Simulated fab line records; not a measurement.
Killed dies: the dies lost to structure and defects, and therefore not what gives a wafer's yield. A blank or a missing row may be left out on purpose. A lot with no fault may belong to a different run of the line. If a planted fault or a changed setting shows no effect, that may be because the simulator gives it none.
A lot that was struck, set against a sound lot | flow berkeley_cmos170 | 14 steps out of a route of 331
Sound: wafers L988.2, L988.3, L988.4. The struck wafers were L982.1, L982.2, L982.5. The cause comes at the end.
Per side, at each step with rows, come the tool, then ch with its chambers, and then its first start. Under that, the readings that differ: sound wafers | struck wafers | difference of the means | sigmas: that difference in standard deviations of wafers without a fault.
alike: a reading whose means differ by less than 2 such deviations, as well as words and numbers matching on both sides. not compared: withheld readings; readings where some wafer has no value; bounds like >300 that might hide an equal value; numbers whose values overlap and for which the record gives no deviation.
Wherever a step has rows on one side only, a row that says differs or no value, or a row with sigmas, the two part there. Non-overlapping numbers with no deviation appear without sigmas and do not part them. Lack of a reading on every wafer of one side parts them only where that side has two or more wafers.

UCB170_PVT_TW_MEAS_09:
  sound on film_metro-04 at day 9 02:48; struck on film_metro-02 at day 7 20:05
  alike: PVT_TW
then, 1 step without rows for these wafers: UCB170_GATE_WET_ETCH_00 (etches SiO2 in dHF, time 200 s).
UCB170_FIELD_THK_MEAS_91:
  sound on film_metro-01 at day 9 04:29; struck on film_metro-01 at day 7 20:12
  alike: FIELD_OXIDE_LEFT_2_THK
then, 1 step without rows for these wafers: UCB170_GATE_OXIDATION_01 (target thk 6.6 nm, ox time 1800 s).
UCB170_GATE_THK_MEAS_02:
  sound on film_metro-02 at day 9 06:06; struck on film_metro-03 at day 8 03:01
  alike: GATE_OXIDE_THK
then, 2 steps without rows for these wafers: UCB170_GATE_ANNEAL_03 (time 1800 s); UCB170_GATE_CVD_04 (deposits poly-Si from SiH4, time 1440 s, target thk 214 nm).
UCB170_GATE_THK_MEAS_05:
  sound on film_metro-02 at day 9 10:52; struck on film_metro-03 at day 8 08:49
  alike: GATE_POLY_THK
then, 4 steps without rows for these wafers: UCB170_GATE_COAT_06; UCB170_GATE_COAT_07 (resist thk 900 nm); UCB170_GATE_SOFTBAKE_08 (time 60 s); UCB170_GATE_EXPOSE_09 (exposes mask POLY, target cd 350 nm).
UCB170_GATE_PEB_10:
  struck on litho_track-01, day 8 09:58; sound on litho_track-02 ch 0, day 9 11:53
  no value came back on the struck wafers for chill_plate_temp_C (C), exhaust_pa (Pa); on the sound wafers chill_plate_temp_C (C) reads 23.01 23.07 23.13
then, 1 step without rows for these wafers: UCB170_GATE_DEVELOP_11 (develop time 45 s).

## WHERE THEY PART
Only at UCB170_GATE_PEB_10, within this record.

WHY: what had been put in by the simulator
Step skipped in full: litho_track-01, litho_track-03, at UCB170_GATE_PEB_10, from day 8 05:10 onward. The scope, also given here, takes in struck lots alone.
